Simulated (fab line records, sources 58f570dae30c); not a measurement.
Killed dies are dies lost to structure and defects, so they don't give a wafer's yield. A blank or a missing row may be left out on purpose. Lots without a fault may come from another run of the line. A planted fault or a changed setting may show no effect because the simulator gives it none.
A struck lot beside a sound one | flow berkeley_cmos170 | 16 steps out of a route of 331
Sound: wafers L959.1, L959.2, L959.6. Struck: wafers L972.1, L972.2, L972.6. The cause comes at the end.
At each step with rows: each side's tool, then ch and its chambers, then its first start. Under that, the readings that differ: sound wafers | struck wafers | difference of the means | sigmas: that difference in standard deviations of wafers without a fault.
alike: readings whose means differ by less than 2 such deviations, and words and numbers that are the same on both sides. not compared: withheld readings, readings that some wafer has no value for, bounds like >300 that may hide the same value, and numbers for which the record gives no deviation and whose values overlap.
The two part at a step that has a row with sigmas, a row that says differs or no value, or rows on one side only. Numbers that don't overlap but have no deviation are shown without sigmas and don't part them. A reading that every wafer of one side lacks parts them only if that side has two wafers or more.

first, 2 steps without rows for these wafers: UCB170_GATE_ANNEAL_03 (time 1800 s); UCB170_GATE_CVD_04 (deposits poly-Si from SiH4, time 1440 s, target thk 214 nm).
UCB170_GATE_THK_MEAS_05:
  sound on film_metro-03, day 7 02:50; struck on film_metro-03, day 9 07:04
  reading            | sound             | struck            | difference | sigmas
  GATE_POLY_THK (nm) | 212.2 213.3 211.3 | 218.5 216.1 218.4 | +5.4       | +3
then, 6 steps without rows for these wafers: UCB170_GATE_COAT_06; UCB170_GATE_COAT_07 (resist thk 900 nm); UCB170_GATE_SOFTBAKE_08 (time 60 s); UCB170_GATE_EXPOSE_09 (exposes mask POLY, target cd 350 nm); UCB170_GATE_PEB_10; UCB170_GATE_DEVELOP_11 (develop time 45 s).
UCB170_GATE_CD_MEAS_12: target cd 350 nm.
  sound on cd_sem-02, day 7 04:31; struck on cd_sem-02, day 9 09:31
  reading    | sound             | struck            | difference | sigmas
  cd_nm (nm) | 347.1 348.1 348.1 | 352.1 351.8 350.6 | +3.7       | +3
UCB170_GATE_OVL_MEAS_13:
  sound on overlay-02, day 7 04:38; struck on overlay-02, day 9 09:38
  alike: GATE_OVL
UCB170_GATE_ETCH_14: etches BARC in N2/H2.
  sound on rie_diel-01 ch 0,1, day 7 04:40; struck on rie_diel-03 ch 0,1,3, day 9 09:41
  alike: bias_w, chamber_pressure_mTorr, drypump_motor_current_A, oes_product_au, throttle_valve_pct
UCB170_GATE_ETCH_15: etches poly-Si in HBr/Cl2, stops on SiO2, time 56.3 s, target depth 278.2 nm.
  sound on rie_si-01 ch 2,3, day 7 04:43; struck on rie_si-02 ch 0,2, day 9 09:43
  no value came back on the struck wafers for any of 5 readings (HBr_flow_sccm (sccm), bias_w (W) and others); on the sound wafers HBr_flow_sccm (sccm) reads 149.0 149.8 150.3
  reading                               | sound             | struck            | difference | sigmas
  model.KrF_of_GATE_COAT_07.thk_nm (nm) | 773.5 776.9 776.7 | 893.9 892.1 891.6 | +116.8     |
  not compared: rf_hours_counter_h
UCB170_GATE_STRIP_16: strips in O2.
  sound on plasma_asher-03 ch 0,1, day 7 04:46; struck on plasma_asher-02 ch 0,1, day 9 09:46
  reading                     | sound       | struck      | difference | sigmas
  drypump_motor_current_A (A) | 5.7 6.2 6.2 | 5.3 5.3 5.3 | -0.7       | -2
  alike: o2_flow_sccm, oes_product_au
  not compared: rf_hours_counter_h
UCB170_GATE_CD_MEAS_90: target cd 350 nm.
  sound on cd_sem-01, day 7 04:56; struck on cd_sem-02, day 9 10:07
  reading    | sound             | struck | difference                    | sigmas
  cd_nm (nm) | 347.4 349.5 349.8 | - - -  | no value on the struck wafers |
then, 1 step without rows for these wafers: UCB170_GATE_CLEAN_17 (cleans in SPM, time 600 s).

WHERE THEY PART
First at UCB170_GATE_THK_MEAS_05; last, within this record, at UCB170_GATE_CD_MEAS_90.

WHY: what the simulator had put in
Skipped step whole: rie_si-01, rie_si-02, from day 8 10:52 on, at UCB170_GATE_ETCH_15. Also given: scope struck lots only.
